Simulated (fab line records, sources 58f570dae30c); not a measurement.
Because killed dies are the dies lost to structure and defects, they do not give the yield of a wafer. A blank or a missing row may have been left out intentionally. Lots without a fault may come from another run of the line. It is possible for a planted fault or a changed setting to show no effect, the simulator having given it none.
The tool behind it: which one? ; flow berkeley-cmos170 ; 7 lots with 21 wafers sampled at 2 steps, on a route of 331 steps

== WHAT THE GAUGES READ, wafer by wafer ==
UCB170_PLDD_TW_MEAS_11.
lot;measured;on;PLDD_TW
L469;day 7 18:00;film-metro-03;1007 1017 1011
L478;day 9 17:20;film-metro-01;1023 1028 1024
L477;day 9 17:41;film-metro-01;1023 1022 1025
L484;day 11 01:47;film-metro-01;1004 1002 1008
L487;day 11 18:31;film-metro-03;1004 1010 1004
L489;day 11 18:49;film-metro-02;1007 1009 1010
L491;day 12 11:33;film-metro-01;1000 1007 1000

== TOOL THAT RAN EACH LOT (tool first, then ch and the chambers of the sampled wafers, then the start) ==
lot;UCB170_PLDD_IMPLANT_08
L469;implanter-04 ch 0, day 7 17:36
L478;implanter-03 ch 0, day 9 16:57
L477;implanter-03 ch 0, day 9 17:19
L484;implanter-04 ch 0, day 11 01:23
L487;implanter-04 ch 0, day 11 18:07
L489;implanter-04 ch 0, day 11 18:25
L491;implanter-04 ch 0, day 12 11:11
- UCB170_PLDD_IMPLANT_08

== THE ANSWER, worked out from the rows above alone ==
Rule: usual is defined by the lots themselves. Put in order of their means at a reading, lots are off if they are a third of the lots or fewer, leave a main group of 4 or more, and stand apart from it by a gap of 3 or more times the standard deviation of the main group's means; of several such gaps the widest counts. A main group is skipped when, at the precision printed for the reading in the tables above, its means are all equal. A lot without any number at a reading at which 4 lots or more have one is off too. Any other lot the step has rows for is counted as sound.
Off: L478, L477, at UCB170_PLDD_TW_MEAS_11 (PLDD_TW). For the main group the mean is 1007 and the standard deviation 3.2.
A tool fits if, at a process step before that reading, it ran every lot that is off, and no sound lot after the first of them. Gauges at UCB170_PLDD_TW_MEAS_11: tried the same way as those tools. One fits: implanter-03 at UCB170_PLDD_IMPLANT_08. It ran no sound lot before its first lot that is off in this sample, so the start can't be narrowed down.

== WHAT THE SIMULATOR HAD PUT IN ==
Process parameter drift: implanter-03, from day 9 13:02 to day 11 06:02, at UCB170_PLDD_IMPLANT_08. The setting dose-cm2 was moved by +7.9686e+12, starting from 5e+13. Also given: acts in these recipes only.
Shown lots that were struck: L478, L477. The same result came from the rule above.
